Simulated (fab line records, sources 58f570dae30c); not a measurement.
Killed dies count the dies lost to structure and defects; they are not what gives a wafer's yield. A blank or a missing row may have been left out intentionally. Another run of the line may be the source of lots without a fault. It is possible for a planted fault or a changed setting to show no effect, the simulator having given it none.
Shared-tool check || flow berkeley-cmos170 || 45 wafers sampled across 15 lots

WHY THIS WAS OPENED
UCB170_SDANNEAL_RS_MEAS_05, reading NLDD_RS: flagged on 3 of 15 lots. Wafers without a fault read 615.0 ohm/sq, standard deviation 1.4.
Rule: a lot gets a flag if all its wafers with a number sit over 4 standard deviations from that mean, or if no wafer of it has a number. All remaining lots are regarded as sound.

{"lot": "L480", "measured": "day 7 20:29", "on": "film-metro-04", "NLDD_RS (ohm/sq), wafer by wafer": "613.9 614.2 614.3", "flag": ""}
{"lot": "L482", "measured": "day 8 13:20", "on": "film-metro-01", "NLDD_RS (ohm/sq), wafer by wafer": "617.9 617.3 616.0", "flag": ""}
{"lot": "L483", "measured": "day 8 13:32", "on": "film-metro-02", "NLDD_RS (ohm/sq), wafer by wafer": "615.8 613.7 617.4", "flag": ""}
{"lot": "L481", "measured": "day 8 13:43", "on": "film-metro-04", "NLDD_RS (ohm/sq), wafer by wafer": "613.3 614.3 612.4", "flag": ""}
{"lot": "L487", "measured": "day 9 17:37", "on": "film-metro-02", "NLDD_RS (ohm/sq), wafer by wafer": "615.4 613.6 613.7", "flag": ""}
{"lot": "L490", "measured": "day 10 08:37", "on": "film-metro-01", "NLDD_RS (ohm/sq), wafer by wafer": "626.3 626.3 627.1", "flag": "FLAGGED"}
{"lot": "L489", "measured": "day 10 09:29", "on": "film-metro-01", "NLDD_RS (ohm/sq), wafer by wafer": "615.5 615.6 617.7", "flag": ""}
{"lot": "L488", "measured": "day 10 09:34", "on": "film-metro-04", "NLDD_RS (ohm/sq), wafer by wafer": "628.8 630.8 629.7", "flag": "FLAGGED"}
{"lot": "L494", "measured": "day 11 07:49", "on": "film-metro-01", "NLDD_RS (ohm/sq), wafer by wafer": "614.8 615.6 615.0", "flag": ""}
{"lot": "L493", "measured": "day 11 08:10", "on": "film-metro-04", "NLDD_RS (ohm/sq), wafer by wafer": "624.6 625.7 627.1", "flag": "FLAGGED"}
{"lot": "L495", "measured": "day 11 08:20", "on": "film-metro-02", "NLDD_RS (ohm/sq), wafer by wafer": "614.3 614.8 615.0", "flag": ""}
{"lot": "L497", "measured": "day 11 22:13", "on": "film-metro-02", "NLDD_RS (ohm/sq), wafer by wafer": "615.8 616.2 615.7", "flag": ""}
{"lot": "L500", "measured": "day 12 08:49", "on": "film-metro-04", "NLDD_RS (ohm/sq), wafer by wafer": "613.7 615.6 613.1", "flag": ""}
{"lot": "L501", "measured": "day 12 09:00", "on": "film-metro-01", "NLDD_RS (ohm/sq), wafer by wafer": "614.9 618.4 617.1", "flag": ""}
{"lot": "L502", "measured": "day 12 09:26", "on": "film-metro-01", "NLDD_RS (ohm/sq), wafer by wafer": "614.3 616.7 615.7", "flag": ""}
On average the flagged lots' numbers are 627.4 ohm/sq, which is +12.4 ohm/sq against the usual, or +9 standard deviations.

WHICH TOOL EACH LOT WENT THROUGH
The record holds 2 process steps before the reading, out of a route of 331 steps. Cell contents, in order: the tool; ch with the chambers the sampled wafers went through; the start.
{"lot": "L480", "flag": "", "UCB170_NLDD_IMPLANT_09": "implanter-02 ch 0, day 7 06:49", "UCB170_SDANNEAL_RTA_00": "rtp-anneal-01 ch 0, day 7 20:01"}
{"lot": "L482", "flag": "", "UCB170_NLDD_IMPLANT_09": "implanter-01 ch 0, day 8 02:57", "UCB170_SDANNEAL_RTA_00": "rtp-anneal-01 ch 0, day 8 12:51"}
{"lot": "L483", "flag": "", "UCB170_NLDD_IMPLANT_09": "implanter-02 ch 0, day 8 03:15", "UCB170_SDANNEAL_RTA_00": "rtp-anneal-02 ch 0, day 8 13:02"}
{"lot": "L481", "flag": "", "UCB170_NLDD_IMPLANT_09": "implanter-04 ch 0, day 8 03:04", "UCB170_SDANNEAL_RTA_00": "rtp-anneal-01 ch 0, day 8 13:13"}
{"lot": "L487", "flag": "", "UCB170_NLDD_IMPLANT_09": "implanter-02 ch 0, day 9 03:37", "UCB170_SDANNEAL_RTA_00": "rtp-anneal-01 ch 0, day 9 17:07"}
{"lot": "L490", "flag": "FLAGGED", "UCB170_NLDD_IMPLANT_09": "implanter-02 ch 0, day 9 18:12", "UCB170_SDANNEAL_RTA_00": "rtp-anneal-02 ch 0, day 10 08:06"}
{"lot": "L489", "flag": "", "UCB170_NLDD_IMPLANT_09": "implanter-04 ch 0, day 9 18:58", "UCB170_SDANNEAL_RTA_00": "rtp-anneal-01 ch 0, day 10 08:53"}
{"lot": "L488", "flag": "FLAGGED", "UCB170_NLDD_IMPLANT_09": "implanter-02 ch 0, day 9 19:04", "UCB170_SDANNEAL_RTA_00": "rtp-anneal-01 ch 0, day 10 09:05"}
{"lot": "L494", "flag": "", "UCB170_NLDD_IMPLANT_09": "implanter-01 ch 0, day 10 16:07", "UCB170_SDANNEAL_RTA_00": "rtp-anneal-01 ch 0, day 11 07:20"}
{"lot": "L493", "flag": "FLAGGED", "UCB170_NLDD_IMPLANT_09": "implanter-02 ch 0, day 10 15:59", "UCB170_SDANNEAL_RTA_00": "rtp-anneal-02 ch 0, day 11 07:41"}
{"lot": "L495", "flag": "", "UCB170_NLDD_IMPLANT_09": "implanter-04 ch 0, day 10 16:05", "UCB170_SDANNEAL_RTA_00": "rtp-anneal-01 ch 0, day 11 07:50"}
{"lot": "L497", "flag": "", "UCB170_NLDD_IMPLANT_09": "implanter-01 ch 0, day 11 12:39", "UCB170_SDANNEAL_RTA_00": "rtp-anneal-01 ch 0, day 11 21:43"}
{"lot": "L500", "flag": "", "UCB170_NLDD_IMPLANT_09": "implanter-01 ch 0, day 11 19:26", "UCB170_SDANNEAL_RTA_00": "rtp-anneal-02 ch 0, day 12 08:19"}
{"lot": "L501", "flag": "", "UCB170_NLDD_IMPLANT_09": "implanter-01 ch 0, day 11 20:56", "UCB170_SDANNEAL_RTA_00": "rtp-anneal-01 ch 0, day 12 08:28"}
{"lot": "L502", "flag": "", "UCB170_NLDD_IMPLANT_09": "implanter-04 ch 0, day 11 20:36", "UCB170_SDANNEAL_RTA_00": "rtp-anneal-02 ch 0, day 12 08:53"}
What these steps do:
- UCB170_NLDD_IMPLANT_09
- UCB170_SDANNEAL_RTA_00: time 10 s.
- UCB170_SDANNEAL_RS_MEAS_05: measures by four-point-probe.

FLAGGED OVER TOTAL, TOOL BY TOOL (the gauges that took the reading come last)
{"step": "UCB170_NLDD_IMPLANT_09", "tool": "implanter-01", "lots run": 5, "flagged": 0, "share of the flagged lots": "none", "sound lots run after its first flagged lot": "-"}
{"step": "UCB170_NLDD_IMPLANT_09", "tool": "implanter-02", "lots run": 6, "flagged": 3, "share of the flagged lots": "all", "sound lots run after its first flagged lot": 0}
{"step": "UCB170_NLDD_IMPLANT_09", "tool": "implanter-04", "lots run": 4, "flagged": 0, "share of the flagged lots": "none", "sound lots run after its first flagged lot": "-"}
{"step": "UCB170_SDANNEAL_RTA_00", "tool": "rtp-anneal-01", "lots run": 10, "flagged": 1, "share of the flagged lots": "some", "sound lots run after its first flagged lot": "4 (L494,L495,L497,L501)"}
{"step": "UCB170_SDANNEAL_RTA_00", "tool": "rtp-anneal-02", "lots run": 5, "flagged": 2, "share of the flagged lots": "some", "sound lots run after its first flagged lot": "2 (L500,L502)"}
{"step": "UCB170_SDANNEAL_RS_MEAS_05", "tool": "film-metro-01", "lots run": 6, "flagged": 1, "share of the flagged lots": "some", "sound lots run after its first flagged lot": "4 (L489,L494,L501,L502)"}
{"step": "UCB170_SDANNEAL_RS_MEAS_05", "tool": "film-metro-02", "lots run": 4, "flagged": 0, "share of the flagged lots": "none", "sound lots run after its first flagged lot": "-"}
{"step": "UCB170_SDANNEAL_RS_MEAS_05", "tool": "film-metro-04", "lots run": 5, "flagged": 2, "share of the flagged lots": "some", "sound lots run after its first flagged lot": "1 (L500)"}

WHAT THE TABLE PERMITS
In the table, 1 row covers all flagged lots: implanter-02 at UCB170_NLDD_IMPLANT_09.
- implanter-02 at UCB170_NLDD_IMPLANT_09 ran 6 lots, 3 of them flagged. It ran its last sound lot, L487, at day 9 03:37 and its first flagged lot, L490, at day 9 18:12: a fault with its onset between the two fits.
Left over: one tool, implanter-02 at UCB170_NLDD_IMPLANT_09.

WHAT THE SIMULATOR PUT IN
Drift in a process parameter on implanter-02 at UCB170_NLDD_IMPLANT_09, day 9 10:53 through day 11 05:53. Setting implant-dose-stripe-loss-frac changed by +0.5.
Lots struck among those shown: L490, L488, L493. The same result came from the rule above.
